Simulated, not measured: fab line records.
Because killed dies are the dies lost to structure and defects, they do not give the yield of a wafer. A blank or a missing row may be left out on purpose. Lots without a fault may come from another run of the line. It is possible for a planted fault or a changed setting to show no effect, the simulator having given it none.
Struck lot and sound lot, side by side + flow rit-cmos + 17 out of 202 route steps
Sound: wafers L981.1, L981.4, L981.5. Wafers L983.4, L983.5, L983.6 were the ones struck. The cause is given at the end.
Per side, at each step with rows, come the tool, then ch with its chambers, and then its first start. Under that, the readings that differ: sound wafers + struck wafers + difference of the means + sigmas: that difference in standard deviations of wafers without a fault.
alike: a reading whose means differ by less than 2 such deviations, as well as words and numbers matching on both sides. not compared: withheld readings; readings where some wafer has no value; bounds like >300 that might hide an equal value; numbers whose values overlap and for which the record gives no deviation.
The two part at a step that has a row with sigmas, a row that says differs or no value, or rows on one side only. Non-overlapping numbers with no deviation appear without sigmas and do not part them. Lack of a reading on every wafer of one side parts them only where that side has two or more wafers.

RIT_NWELL_TW_MEAS_10:
  sound on film-metro-04, day 3 16:23; struck on film-metro-04, day 4 01:11
| reading  | sound          | struck         | difference | sigmas |
|----------|----------------|----------------|------------|--------|
| NWELL_TW | 2164 2139 2137 | 2169 2170 2173 | +24        | +2     |
then, 2 steps without rows for these wafers: RIT_PWELL_HMDS_00 (prime time 60 s); RIT_PWELL_COAT_01 (resist thk 1300 nm).
RIT_PWELL_SOFTBAKE_02: time 61.68 s.
  sound on litho-track-04 ch 0, day 3 16:44; struck on litho-track-01 ch 0, day 4 01:36
  alike: chill-plate-temp-C, plate-sensor-t-centre-C, plate-sensor-t-edge-C, softbake-temp-c
then, 3 steps without rows for these wafers: RIT_PWELL_EXPOSE_03 (exposes mask M3, target cd 43700 nm); RIT_PWELL_PEB_04; RIT_PWELL_DEVELOP_05 (develop time 68 s).
RIT_PWELL_OVL_MEAS_06:
  sound on overlay-02, day 3 17:27; struck on overlay-01, day 4 02:07
| reading        | sound        | struck         | difference | sigmas |
|----------------|--------------|----------------|------------|--------|
| PWELL_OVL (nm) | 0.8 -0.1 1.2 | -4.5 -2.7 -1.6 | -3.6       | -2     |
then, 2 steps without rows for these wafers: RIT_PWELL_HARDBAKE_07 (time 120 s); RIT_PWELL_IMPLANT_08.
RIT_PWELL_STRIP_09: strips in O2, time 180 s.
  sound on plasma-asher-04 ch 0,1, day 3 17:53; struck on plasma-asher-02 ch 0,1, day 4 02:36
  alike: drypump-motor-current-A
  not compared: rf-hours-counter-h
RIT_PWELL_TW_MEAS_10:
  sound on film-metro-04, day 3 18:04; struck on film-metro-02, day 4 02:44
  alike: PWELL_TW
RIT_WELLDRIVE_ANNEAL_00: time 14700 s.
  sound on furnace-04 ch 0, day 3 18:39; struck on furnace-04 ch 0, day 4 02:46
| reading          | sound             | struck            | difference | sigmas      |
|------------------|-------------------|-------------------|------------|-------------|
| run-length-s (s) | 18267 18267 18267 | 15326 15326 15326 | -2941      | -99 or more |
  alike: spike-tc-centre-C, zone-power-load-pct, zone-power-source-pct
RIT_WELLDRIVE_RS_MEAS_01: measurement is done with a four-point probe.
  sound on film-metro-02, day 3 23:44; struck on film-metro-04, day 4 07:55
| reading           | sound             | struck            | difference | sigmas |
|-------------------|-------------------|-------------------|------------|--------|
| NWELL_RS (ohm/sq) | 275.7 276.8 276.1 | 285.5 285.8 286.5 | +9.7       | +14    |
RIT_WELLDRIVE_RS_MEAS_02: measurement is done with a four-point probe.
  sound on film-metro-02, day 3 23:52; struck on film-metro-04, day 4 08:02
| reading           | sound             | struck            | difference | sigmas |
|-------------------|-------------------|-------------------|------------|--------|
| PWELL_RS (ohm/sq) | 429.6 429.5 429.2 | 439.4 440.3 440.9 | +10.8      | +11    |
then, 1 step without rows for these wafers: RIT_NRETRO_HMDS_00 (prime time 60 s).
RIT_M1_PROBE_99:
  sound on prober-02, day 5 07:46; struck on prober-02, day 5 17:53
| reading                                        | sound                | struck               | difference | sigmas |
|------------------------------------------------|----------------------|----------------------|------------|--------|
| model.etest.nwell-pinched.rs-ohm-sq            | 335.8 341.4 340.3    | 360.3 356.9 359.4    | +19.7      |        |
| model.etest.pwell-pinched.rs-ohm-sq            | 459.7 453.6 462.7    | 463.4 468.2 469.5    | +8.4       |        |
| model.etest.field-p.vt-v (V)                   | -12.96 -12.85 -12.91 | -11.98 -12.02 -12.06 | +0.89      |        |
| model.etest.diode-pplus-nwell.bv-v (V)         | 6.687 6.77 6.763     | 6.48 6.413 6.433     | -0.30      |        |
| model.etest.diode-nplus-pwell.bv-v (V)         | 6.029 6.009 6.054    | 5.871 5.909 5.93     | -0.127     |        |
| model.etest.iso-nwell-nwell.lateral-log10-a-um | -7.35 -7.383 -7.295  | -7.606 -7.409 -7.548 | -0.178     |        |
  alike: killed-at-front-end, killed-dies, killed-open, killed-short
  not compared: model.etest.pwell.rs-ohm-sq, model.etest.field-p-metal.vt-v

== WHERE THEY PART ==
First at RIT_NWELL_TW_MEAS_10; last, within this record, at RIT_WELLDRIVE_RS_MEAS_02. Later steps at which nothing parts them and some readings are alike: RIT_M1_PROBE_99.

WHY: whatever the simulator had introduced
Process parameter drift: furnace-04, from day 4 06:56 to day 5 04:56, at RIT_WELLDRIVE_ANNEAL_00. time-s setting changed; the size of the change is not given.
